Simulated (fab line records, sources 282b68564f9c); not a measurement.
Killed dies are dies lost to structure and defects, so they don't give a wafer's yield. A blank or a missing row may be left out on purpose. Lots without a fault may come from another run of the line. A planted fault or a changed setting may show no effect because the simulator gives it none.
fab line records | flow rit_cmos
record lots=5 wafers=15 last_day=7
route steps=202 shown GATE@83 M1@202
lots that met no fault: from a run of the same line without faults
start_h: hours from the record's first day to the start of the lot's first wafer shown | wait_h: hours since the lot's step before | " the same as in the row above | L1.1+2: a row that stands for several wafers | - no value, or no start given | * or withheld: withheld | < > ~ a bound
route shown NAME@n: a module of which the file shows steps, and the number in the route of the first | usual: mean/standard deviation of fault-free wafers | same: alike in all rows | chamber/n: place in a boat | sites: the reading at each site | _std_site: their standard deviation | _edge_site: outer sites' mean less inner sites' | radius_mm: how far each site lies from the wafer's centre | mask NAME#n: copy n | behind: the tool/chamber that last shaped the wafer | hold: why the lot was held/for how many hours/how that ended | device: the transistor (n, p or np) that didn't switch | end of line: the same wafers' tests at the end of the route | a step without rows: its recipe alone | killed: dies lost to structure and defects at the first sort, not the wafer's yield | map: a wafer's dies, x killed, . not, _ none there
set.NAME: the setting as run; set.NAME@STEP: as run at that earlier step | model.NAME: the simulator's own value behind a step, which no gauge read
lots at some steps of the route; a table a step, a row a wafer
services: from which hour (start_h, from the record's first day; less than 0 if before it) a tool's chamber was out of use, for how many hours, and why
## steps
# step RIT_GATE_THK_MEAS_07
# recipe reads=SiO2_of_GATE_OXIDATION_05
# usual GATE_OXIDE_THK=3.02/0.058
# columns lot.wafer tool chamber start_h wait_h GATE_OXIDE_THK[nm]
L836.2 film_metro-03 - 45.04 0.0 3.10
L836.3 " - " " 3.07
L836.6 " - " " 3.10
L846.2 film_metro-03 - 97.42 0.0 3.02
L846.3 " - " " 3.06
L846.6 " - " " 3.04
L851.1 film_metro-03 - 118.23 0.0 3.05
L851.4 " - " " 3.12
L851.6 " - " " 3.04
L855.2 film_metro-01 - 140.86 0.0 3.02
L855.3 " - " " 3.03
L855.4 " - " " 3.02
L857.1 film_metro-03 - 149.59 0.0 3.01
L857.2 " - " " 3.02
L857.3 " - " " 3.02
# step RIT_GATE_CVD_08
# recipe material=poly-Si target_thk_nm=250 temp_c=610 precursor=SiH4 time_s=2220 pressure_mtorr=300 sih4_flow_sccm=100
# step RIT_GATE_THK_MEAS_09
# recipe reads=poly-Si_of_GATE_CVD_08
# usual GATE_POLY_THK=249.8/1.9
# columns lot.wafer tool chamber start_h wait_h GATE_POLY_THK[nm]
L836.2 film_metro-01 - 46.72 0.0 249.2
L836.3 " - " " 249.8
L836.6 " - " " 247.7
L846.2 film_metro-03 - 99.09 0.0 249.9
L846.3 " - " " 250.6
L846.6 " - " " 250.9
L851.1 film_metro-01 - 120.25 0.0 248.0
L851.4 " - " " 245.9
L851.6 " - " " 246.9
L855.2 film_metro-03 - 142.53 0.0 246.4
L855.3 " - " " 247.4
L855.4 " - " " 248.2
L857.1 film_metro-01 - 151.27 0.0 250.6
L857.2 " - " " 254.0
L857.3 " - " " 248.9
# step RIT_GATE_HMDS_10
# recipe prime_time_s=60 prime_temp_c=140
# step RIT_GATE_COAT_11
# recipe resist=NOVOLAK spin_rpm=4250 resist_thk_nm=850
# step RIT_GATE_SOFTBAKE_12
# recipe resist=NOVOLAK temp_c=90 time_s=60
# step RIT_GATE_EXPOSE_13
# recipe mask_id=M6 na=0.6 source_shape=conventional sigma_outer=0.6 target_cd_nm=150 dose_mj=380
# step RIT_GATE_PEB_14
# recipe resist=NOVOLAK temp_c=withheld time_s=withheld
# step RIT_GATE_DEVELOP_15
# recipe resist=NOVOLAK develop_time_s=50 dev_temp_c=23
# step RIT_GATE_CD_MEAS_16
# recipe target_cd_nm=150
# usual cd_nm=149.9/2.6
# columns lot.wafer tool chamber start_h wait_h cd_nm
L836.2 cd_sem-02 - 47.97 - 151.1
L836.3 " - " " 150.6
L836.6 " - " " 147.1
L846.2 cd_sem-02 - 100.16 - 149.4
L846.3 " - " " 149.8
L846.6 " - " " 149.1
L851.1 cd_sem-01 - 121.51 - 152.8
L851.4 " - " " 152.5
L851.6 " - " " 150.6
L855.2 cd_sem-01 - 143.58 - 148.2
L855.3 " - " " 148.8
L855.4 " - " " 149.5
L857.1 cd_sem-01 - 152.18 - 149.9
L857.2 " - " " 151.7
L857.3 " - " " 149.8
# step RIT_GATE_OVL_MEAS_17
# usual GATE_OVL=0.3/1.2
# columns lot.wafer tool chamber start_h wait_h GATE_OVL[nm]
L836.2 overlay-02 - 48.08 0.1 3.3
L836.3 " - " " 2.4
L836.6 " - " " 1.9
L846.2 overlay-02 - 100.26 0.1 -1.8
L846.3 " - " " -0.8
L846.6 " - " " -1.0
L851.1 overlay-01 - 121.63 0.1 -2.1
L851.4 " - " " -1.5
L851.6 " - " " -2.3
L855.2 overlay-02 - 143.68 0.1 -0.4
L855.3 " - " " -0.4
L855.4 " - " " -0.8
L857.1 overlay-01 - 152.30 0.1 -1.6
L857.2 " - " " -0.8
L857.3 " - " " -0.4
# step RIT_GATE_HARDBAKE_18
# recipe resist=NOVOLAK temp_c=140 time_s=60
# step RIT_GATE_ETCH_19
# recipe chemistry=SF6/CHF3/O2 time_s=165 SF6_flow_sccm=30 CHF3_flow_sccm=30 O2_flow_sccm=5 target=poly-Si pressure_mtorr=40 rf_w=160 target_depth_a=3125 over_etch_frac=0.25 stop_on=SiO2
# usual drypump_motor_current_A=5.8/0.34 oes_product_au=0.842/0.011 throttle_valve_pct=10.22/0.15
# same time_s=165
# columns lot.wafer tool chamber start_h wait_h drypump_motor_current_A oes_product_au rf_hours_counter_h throttle_valve_pct model.NOVOLAK_of_GATE_COAT_11.thk_nm
L836.2 rie_si-01 2 48.26 0.1 6.1 0.836 86 9.93 671.2
L836.3 " 1 " " 5.9 0.839 0 10.34 669.7
L836.6 " 1 " " 5.9 0.825 - 10.33 669.8
L846.2 rie_si-01 1 100.44 0.1 5.9 0.838 0 10.34 670
L846.3 " 2 " " 6.1 0.851 86 9.93 668.2
L846.6 " 0 " " 6.5 0.859 - 10.45 636.8
L851.1 rie_si-02 3 121.81 0.1 5.8 0.837 92 10.18 672.5
L851.4 " 1 " " 5.9 0.812 66 10.29 675.4
L851.6 " 2 " " 5.4 0.839 - 10.11 674.5
L855.2 rie_si-02 0 143.86 0.1 5.4 0.848 143 10.30 670.6
L855.3 " 2 " " 5.4 0.847 131 10.12 669.2
L855.4 " 3 " " 5.8 0.846 93 10.18 669
L857.1 rie_si-02 1 152.48 0.1 5.9 0.815 66 10.33 670.9
L857.2 " 2 " " 5.4 0.851 132 10.14 671.2
L857.3 " 3 " " 5.7 0.845 93 10.17 671.7
# step RIT_GATE_STRIP_20
# recipe chemistry=O2 time_s=180 resist=NOVOLAK platen_temp_c=withheld power_w=500 pressure_mtorr=4000 o2_flow_sccm=4000
# usual drypump_motor_current_A=5.4/0.44
# same time_s=180
# columns lot.wafer tool chamber start_h wait_h drypump_motor_current_A rf_hours_counter_h
L836.2 plasma_asher-03 0 48.36 0.1 4.7 39
L836.3 " 0 " " 4.7 -
L836.6 " 1 " " 5.9 -
L846.2 plasma_asher-04 1 100.55 0.1 5.4 47
L846.3 " 0 " " 5.9 -
L846.6 " 0 " " 5.9 -
L851.1 plasma_asher-04 0 121.92 0.1 5.9 1
L851.4 " 1 " " 5.4 -
L851.6 " 0 " " 5.9 -
L855.2 plasma_asher-03 0 143.97 0.1 4.7 50
L855.3 " 1 " " 5.9 -
L855.4 " 0 " " 4.7 -
L857.1 plasma_asher-01 1 152.59 0.1 5.6 52
L857.2 " 0 " " 5.3 52
L857.3 " 0 " " 5.3 -
# step RIT_M1_PROBE_99
# usual killed_at_contacts=0.0/0.18 killed_at_front_end=7/3.1 killed_dies=7/3.1 killed_open=3.2/2.1 killed_short=3.4/2
# same gross_dies=264 killed_at_M0_to_M3=0 killed_at_M4_up=0 killed_at_back_side=0 killed_at_other=0
# columns lot.wafer tool chamber start_h wait_h killed_at_contacts killed_at_front_end killed_dies killed_open killed_short model.etest.pmos_turned.r_on_ohm_um model.etest.pmos_0p3.r_on_ohm_um model.etest.pmos_0p15.r_on_ohm_um model.etest.pmos_0p15.drive_ua_um model.etest.pwell_pinched.rs_ohm_sq model.etest.pmos_turned.drive_ua_um model.etest.nwell_pinched.rs_ohm_sq model.etest.nmos_turned.drive_ua_um
L836.2 prober-02 - 68.31 0.1 1 4 5 2 3 3474 6476 2842 247.3 467.7 188.7 339.3 325.2
L836.3 prober-02 - 68.36 0.2 0 8 8 4 4 3444 6435 2785 251.2 462.1 190.3 343.2 325.7
L836.6 prober-02 - 68.51 0.2 0 5 5 1 4 3304 6312 2680 262.7 461.9 197.5 336.8 336.3
L846.2 prober-02 - 120.77 0.1 0 11 11 9 2 3309 6236 2711 263.9 467.5 202.1 341.5 341
L846.3 prober-02 - 120.82 0.2 0 4 4 2 2 3385 6361 2759 255.8 459.2 194 341.9 328.7
L846.6 prober-02 - 120.97 0.2 0 5 5 4 1 3031 6013 2493 300.7 489.7 226.8 364.8 349.4
L851.1 prober-02 - 141.97 0.1 0 5 5 2 3 3341 6348 2730 257 456.5 196.4 338.4 332.8
L851.4 prober-02 - 142.12 0.2 0 6 6 4 2 3342 6281 2726 258.8 458.1 197.9 336 333.9
L851.6 prober-02 - 142.22 0.2 0 10 10 6 4 3259 6254 2680 262.4 450.3 201.7 336.6 336.9
L855.2 prober-02 - 163.92 0.1 0 10 10 7 3 3429 6352 2763 256.1 447.8 188.4 339.6 332
L855.3 prober-02 - 163.97 0.2 0 9 9 4 5 3494 6445 2821 251.7 455.6 187 341.9 326.5
L855.4 prober-02 - 164.02 0.2 0 8 8 3 5 3470 6372 2779 253.4 450.7 188.3 342.6 326.7
L857.1 prober-02 - 173.02 0.1 0 4 4 2 2 3552 6358 2869 248.8 460.1 180.2 335.6 316.2
L857.2 prober-02 - 173.07 0.1 0 9 9 6 3 3549 6373 2854 247.9 464.4 181.8 337.5 322.5
L857.3 prober-02 - 173.12 0.2 0 7 7 3 4 3444 6276 2771 255.7 459.4 192.1 339.2 338.1
# killed by level:class
L836.2 FOX2:geometric_particle:short=2 GATE:geometric_particle:short=1 SPACER:geometric_particle:open=1 CONTACT:geometric_particle:open=1
L836.3 FOX1:geometric_particle:open=2 FOX1:geometric_particle:short=1 GATE:geometric_particle:short=1 REOX:geometric_particle:open=1 REOX:geometric_particle:short=1 SPACER:geometric_particle:open=1 SILICIDE:geometric_particle:short=1
L836.6 GATE:geometric_particle:open=1 GATE:geometric_particle:short=1 REOX:geometric_particle:short=1 SPACER:geometric_particle:short=1 SILICIDE:geometric_particle:short=1
L846.2 GATE:geometric_particle:open=3 FOX1:geometric_particle:open=2 SPACER:geometric_particle:open=2 FOX2:geometric_particle:open=1 REOX:geometric_particle:short=1 REOX:geometric_particle:open=1 SPACER:geometric_particle:short=1
L846.3 FOX1:geometric_particle:open=2 FOX1:geometric_particle:short=2
L846.6 GATE:geometric_particle:open=2 GATE:geometric_particle:short=1 SPACER:geometric_particle:open=1 SILICIDE:geometric_particle:open=1
L851.1 GATE:geometric_particle:short=3 SPACER:geometric_particle:open=1 SILICIDE:geometric_particle:open=1
L851.4 GATE:geometric_particle:open=2 REOX:geometric_particle:short=2 FOX1:geometric_particle:open=1 SPACER:geometric_particle:open=1
L851.6 GATE:geometric_particle:open=3 REOX:geometric_particle:short=3 FOX1:geometric_particle:open=1 FOX2:geometric_particle:short=1 FOX2:geometric_particle:open=1 REOX:geometric_particle:open=1
L855.2 FOX1:geometric_particle:open=2 GATE:geometric_particle:open=2 SPACER:geometric_particle:open=2 GATE:geometric_particle:short=1 REOX:geometric_particle:short=1 SPACER:geometric_particle:short=1 SILICIDE:geometric_particle:open=1
L855.3 GATE:geometric_particle:open=2 REOX:geometric_particle:short=2 FOX1:geometric_particle:short=1 GATE:geometric_particle:short=1 REOX:geometric_particle:open=1 SILICIDE:geometric_particle:open=1 SILICIDE:geometric_particle:short=1
L855.4 GATE:geometric_particle:short=2 SPACER:geometric_particle:short=2 FOX1:geometric_particle:open=1 GATE:geometric_particle:open=1 REOX:geometric_particle:short=1 SPACER:geometric_particle:open=1
L857.1 GATE:geometric_particle:open=2 GATE:geometric_particle:short=1 REOX:geometric_particle:short=1
L857.2 SPACER:geometric_particle:open=2 FOX1:geometric_particle:open=1 FOX2:geometric_particle:open=1 FOX2:geometric_particle:short=1 GATE:geometric_particle:open=1 REOX:geometric_particle:open=1 REOX:geometric_particle:short=1 SPACER:geometric_particle:short=1
L857.3 FOX2:geometric_particle:open=2 GATE:geometric_particle:short=2 FOX2:geometric_particle:short=1 GATE:geometric_particle:open=1 REOX:geometric_particle:short=1
## services
# columns tool chamber start_h hours kind
rie_si-01 1 34.71 - clean
rie_si-01 1 34.71 12.4 scheduled_down
rie_si-01 1 34.71 12.4 vent_cycle
plasma_asher-04 - 108.75 9.0 pm
plasma_asher-04 0 108.75 9.0 vent_cycle
plasma_asher-04 1 108.75 9.0 vent_cycle
plasma_asher-04 0 117.75 - clean
plasma_asher-04 1 117.75 - clean
rie_si-01 0 125.41 32.9 repair
rie_si-02 0 144.00 - clean
rie_si-02 0 144.00 14.9 scheduled_down
rie_si-02 0 144.00 14.9 vent_cycle
## key
first_sign none at tools or gauges
model_effect step=RIT_GATE_ETCH_19 value=NOVOLAK_of_GATE_COAT_11.thk_nm without=667.2 struck=636.8
model_effect step=RIT_M1_PROBE_99 value=etest.pmos_turned.r_on_ohm_um without=3390 struck=3031
met_at RIT_GATE_ETCH_19
struck_wafers L846.6
tester_left_out L846
fault kind=process_parameter_drift tool=rie_si-01 chamber=0 onset_h=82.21 steps=RIT_GATE_ETCH_19 channel=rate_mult offset=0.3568 shape=step end_h=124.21
# tester_left_out: of these lots the tester's yield and bins aren't shown, on N5 and GAA mostly nor the transistor test; their killed dies are dies lost to structure and defects alone, not to doping, threshold or leakage, so they don't give the yield
